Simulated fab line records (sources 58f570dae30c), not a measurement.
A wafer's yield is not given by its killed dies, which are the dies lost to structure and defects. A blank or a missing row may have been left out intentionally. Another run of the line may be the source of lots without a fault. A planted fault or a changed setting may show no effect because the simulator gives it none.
Which tool did it?	flow berkeley-cmos170	38 wafers from 14 lots sampled at 2 of the route's 331 steps

WHAT THE GAUGES SHOWED, per wafer
UCB170_PLDD_OVL_MEAS_07. Usual: PLDD_OVL 3 nm, standard deviation 5.4.
lot	measured	on	PLDD_OVL (nm)	flag
L304	day 7 08:08	overlay-02	2 1 -6	
L303	day 7 08:23	overlay-02	-2 1 1	
L305	day 7 20:13	overlay-02	4 0 8	
L307	day 7 20:39	overlay-01	11 1 2	
L306	day 7 21:00	overlay-01	2 0 -2	
L309	day 8 13:05	overlay-02	1	
L311	day 8 23:28	overlay-02	-5	
L314	day 9 08:22	overlay-02	7 -2 8	
L313	day 9 08:35	overlay-01	-1 9 12	
L317	day 9 21:46	overlay-01	3 -1 2	
L320	day 11 03:09	overlay-01	2 -2 0	
L324	day 11 14:10	overlay-01	9 8 8	
L321	day 11 14:27	overlay-01	-2 1 2	
L326	day 11 14:35	overlay-02	5 10 8	

UCB170_SILICIDE_THK_MEAS_03: measures by xrf. Usual: SILICIDE_TI_THK 29.76 nm, standard deviation 0.27.
lot	measured	on	SILICIDE_TI_THK (nm)	flag
L304	day 7 23:04	film-metro-01	30.37 29.89 30.29	
L303	day 7 23:46	film-metro-01	29.84 29.84 29.60	
L305	day 8 11:41	film-metro-02	29.87 29.79 29.86	
L307	day 8 10:56	film-metro-02	29.67 29.60 29.56	
L306	day 8 12:16	film-metro-03	29.94 30.15 29.77	
L309	day 9 03:13	film-metro-02	29.19	
L311	day 9 23:01	film-metro-01	30.08	
L314	day 10 02:40	film-metro-01	29.68 29.66 29.60	
L313	day 10 03:13	film-metro-01	30.17 29.99 30.06	
L317	day 10 12:56	film-metro-03	30.14 29.82 30.20	
L320	day 11 16:01	film-metro-03	29.30 29.66 29.51	
L324	day 12 07:10	film-metro-01	30.05 30.11 29.83	
L321	day 12 07:32	film-metro-03	29.61 29.74 29.50	
L326	day 12 07:59	film-metro-03	29.72 29.38 29.47	

EACH LOT AND THE TOOL THAT RAN IT (in order: tool; ch and the chambers of the sampled wafers; start)
Record: no process step prior to these readings.

AS READ BY THE TOOLS THEMSELVES (means over the sampled wafers that have a number; for cases with no such wafer, the mark the record gives instead)
The record holds no such reading with a usual standard deviation.

THE ANSWER, worked out from the rows above alone
Rule: take the mean of a lot's wafers that have a number; if it is more than 3 standard deviations from the usual mean, the lot is off. Also off: a lot with no number at a reading for which 4 or more lots have one. The other lots that the step has rows for count as sound. First the gauges in route order, then the tools' own readings, where a lot's mean is used as printed above. The first step at which some lot is off is used, and at that step the reading that is off furthest; a lot without a number counts as furthest.
No lot is off on any of the readings shown, so nothing can be concluded from this.

WHAT THE SIMULATOR HAD PUT IN
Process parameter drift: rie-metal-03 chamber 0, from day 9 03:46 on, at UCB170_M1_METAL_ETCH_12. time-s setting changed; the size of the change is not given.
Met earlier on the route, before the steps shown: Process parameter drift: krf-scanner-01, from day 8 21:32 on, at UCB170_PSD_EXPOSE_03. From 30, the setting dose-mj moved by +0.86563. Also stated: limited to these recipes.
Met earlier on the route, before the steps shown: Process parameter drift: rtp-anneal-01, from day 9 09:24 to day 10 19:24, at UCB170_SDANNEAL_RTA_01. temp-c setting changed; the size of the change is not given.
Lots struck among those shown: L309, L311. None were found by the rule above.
